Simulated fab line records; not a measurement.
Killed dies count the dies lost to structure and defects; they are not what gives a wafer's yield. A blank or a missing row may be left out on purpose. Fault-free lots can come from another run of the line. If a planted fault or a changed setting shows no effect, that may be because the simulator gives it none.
Comparing a struck lot with a sound one | flow rit_cmos | 15 out of 202 route steps
Sound: the wafers L635.2, L635.5, L635.6. Struck: wafers L639.3, L639.6 (left out: L639.4, a lot-mate that was not struck); the cause follows at the end.
Per side, at each step with rows, come the tool, then ch with its chambers, and then its first start. Under that, the readings that differ: sound wafers | struck wafers | difference of the means | sigmas: that difference in standard deviations of wafers without a fault.
alike: a reading whose means differ by less than 2 such deviations, as well as words and numbers matching on both sides. not compared: withheld readings; readings where some wafer has no value; bounds like >300 that might hide an equal value; numbers whose values overlap and for which the record gives no deviation.
A row with sigmas, a row that says differs or no value, or rows on one side alone: a step with any of these is where the two part. Non-overlapping numbers with no deviation appear without sigmas and do not part them. Lack of a reading on every wafer of one side parts them only where that side has two or more wafers.

first, 2 steps without rows for these wafers: RIT_PLDD_PEB_04; RIT_PLDD_DEVELOP_05 (develop time 50 s).
RIT_PLDD_OVL_MEAS_06:
  struck on overlay-02, day 4 03:10; sound on overlay-02, day 3 01:24
  reading       | sound          | struck  | difference | sigmas
  PLDD_OVL (nm) | -1.4 -1.7 -2.4 | 1.6 3.0 | +4.1       | +3
then, 2 steps without rows for these wafers: RIT_PLDD_HARDBAKE_07 (time 60 s); RIT_PLDD_IMPLANT_08.
RIT_PLDD_STRIP_09: strips in O2, time 180 s.
  sound on plasma_asher-02 ch 0,1, day 3 01:44; struck on plasma_asher-02 ch 0,1, day 4 03:33
  alike: drypump_motor_current_A, rf_refl_power_W
  not compared: rf_hours_counter_h
RIT_PLDD_TW_MEAS_10:
  struck on film_metro-03, day 4 03:41; sound on film_metro-04, day 3 01:55
  alike: PLDD_TW
then, 4 steps without rows for these wafers: RIT_SPACER_CLEAN_00 (cleans in SC1, time 600 s); RIT_SPACER_CLEAN_01 (cleans in dHF, time 30 s); RIT_SPACER_CLEAN_02 (cleans in SC2, time 600 s); RIT_SPACER_CVD_03 (deposits Si3N4 from SiH2Cl2/NH3, target thk 250 nm, time 3300 s).
RIT_SPACER_THK_MEAS_04:
  struck on film_metro-01, day 4 06:02; sound on film_metro-03, day 3 04:17
  alike: SPACER_NITRIDE_THK
RIT_SPACER_ETCHBACK_05: etches Si3N4 in SF6/CHF3, stops on SiO2, target depth 250 nm, time 240 s.
  sound on rie_diel-03 ch 0,3, day 3 04:20; struck on rie_diel-01 ch 0, day 4 06:04
  reading               | sound             | struck      | difference | sigmas
  SF6_flow_sccm (sccm)  | 29.92 29.91 30.09 | 30.22 30.12 | +0.20      | +2
  oes_product_au (a.u.) | 0.844 0.842 0.846 | 0.784 0.774 | -0.065     | -4
  run_length_s (s)      | 268.4 268.1 268.5 | 280.1 280.7 | +12.1      | +27
  alike: drypump_motor_current_A, throttle_valve_pct
  not compared: rf_hours_counter_h
then, 1 step without rows for these wafers: RIT_NSD_HMDS_00 (prime time 60 s).
RIT_M1_PROBE_99:
  struck on prober-01, day 4 17:23; sound on prober-02, day 3 15:37
  reading                           | sound          | struck    | difference | sigmas
  killed_at_contacts                | 0 0 0          | 0 1       | +0         | +2
  killed_open                       | 3 2 4          | 4 10      | +4         | +2
  model.etest.nmos_0p15.r_on_ohm_um | 1147 1121 1160 | 1182 1192 | +44        |
  alike: killed_at_front_end, killed_dies, killed_short
  not compared: model.etest.nwell_pinched.rs_ohm_sq, model.etest.diode_nplus_comb.cj_ff_um2

## WHERE THEY PART
Last at RIT_M1_PROBE_99 as far as this record goes, first at RIT_PLDD_OVL_MEAS_06.

WHY: what the simulator had put in
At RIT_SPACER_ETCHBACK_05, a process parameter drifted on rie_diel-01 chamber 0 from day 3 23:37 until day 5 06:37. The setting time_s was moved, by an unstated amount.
